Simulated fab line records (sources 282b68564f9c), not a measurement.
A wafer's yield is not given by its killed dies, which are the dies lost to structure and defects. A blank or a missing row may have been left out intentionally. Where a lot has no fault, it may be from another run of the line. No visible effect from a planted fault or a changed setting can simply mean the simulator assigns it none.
The tool behind it: which one? | flow rit_cmos | 14 lots (42 wafers sampled), 1 step of a 202-step route

== WHAT EACH GAUGE READ, for each wafer ==
No reading from a measuring or inspecting step in the record can be judged against a usual standard deviation.

== EACH LOT AND THE TOOL THAT RAN IT (in order: tool; ch and the chambers of the sampled wafers; start) ==
lot  | RIT_SILICIDE_RTA_06
L676 | rtp_anneal-02 ch 0, day 3 07:04
L677 | rtp_anneal-01 ch 0, day 3 12:14
L678 | rtp_anneal-02 ch 0, day 3 18:50
L679 | rtp_anneal-01 ch 0, day 3 22:23
L684 | rtp_anneal-02, day 5 02:52
L685 | rtp_anneal-01, day 5 07:51
L690 | rtp_anneal-02 ch 0, day 6 05:59
L691 | rtp_anneal-01 ch 0, day 6 12:09
L692 | rtp_anneal-02 ch 0, day 6 16:16
L693 | rtp_anneal-01 ch 0, day 6 23:13
L694 | rtp_anneal-02 ch 0, day 7 02:35
L695 | rtp_anneal-01 ch 0, day 7 07:12
L696 | rtp_anneal-02 ch 0, day 7 11:36
L698 | rtp_anneal-02 ch 0, day 8 03:46
- RIT_SILICIDE_RTA_06: time 10 s, ramp up 5 s, ramp down 10 s.

== AS READ BY THE TOOLS THEMSELVES (means over the sampled wafers that have a number; for cases with no such wafer, the mark the record gives instead) ==
RIT_SILICIDE_RTA_06. Usual: anneal_temp_c_max 754.7, standard deviation 1; chamber_o2_ppm 2.003, standard deviation 0.02; wafer_temp_C_max 753.8, standard deviation 0.79.
lot  | tool          | anneal_temp_c_max | chamber_o2_ppm | wafer_temp_C_max | flag
L676 | rtp_anneal-02 | 755.2             | 1.999          | 753.3            |
L677 | rtp_anneal-01 | 754.0             | 2.010          | 753.6            |
L678 | rtp_anneal-02 | 754.7             | 1.997          | 754.1            |
L679 | rtp_anneal-01 | 753.7             | 2.025          | 754.1            |
L684 | rtp_anneal-02 | -                 | -              | -                | OFF
L685 | rtp_anneal-01 | -                 | -              | -                | OFF
L690 | rtp_anneal-02 | 754.4             | 1.985          | 753.2            |
L691 | rtp_anneal-01 | 754.1             | 2.013          | 754.3            |
L692 | rtp_anneal-02 | 754.5             | 2.021          | 753.4            |
L693 | rtp_anneal-01 | 755.5             | 2.001          | 753.9            |
L694 | rtp_anneal-02 | 756.1             | 2.004          | 753.3            |
L695 | rtp_anneal-01 | 754.2             | 2.007          | 753.5            |
L696 | rtp_anneal-02 | 754.5             | 2.000          | 752.9            |
L698 | rtp_anneal-02 | 754.3             | 2.008          | 753.7            |

== THE ANSWER, worked out from the rows above alone ==
Rule: take the mean of a lot's wafers that have a number; if it is more than 3 standard deviations from the usual mean, the lot is off. A lot without any number at a reading at which 4 lots or more have one is off too. The other lots that the step has rows for count as sound. Order of review: gauges by route order, followed by the tools' own readings, for which a lot's mean as printed above is used. The first step at which some lot is off is used, and at that step the reading that is off furthest; a lot without a number counts as furthest.
Off: L684, L685, at RIT_SILICIDE_RTA_06 (anneal_temp_c_max). Without a number there: L684, L685.
If a tool, at that step or one of the process steps before it, ran each lot that is off and ran no sound lot following the first of them, it fits. Of those tried, none fits.

== WHAT WAS PUT IN BY THE SIMULATOR ==
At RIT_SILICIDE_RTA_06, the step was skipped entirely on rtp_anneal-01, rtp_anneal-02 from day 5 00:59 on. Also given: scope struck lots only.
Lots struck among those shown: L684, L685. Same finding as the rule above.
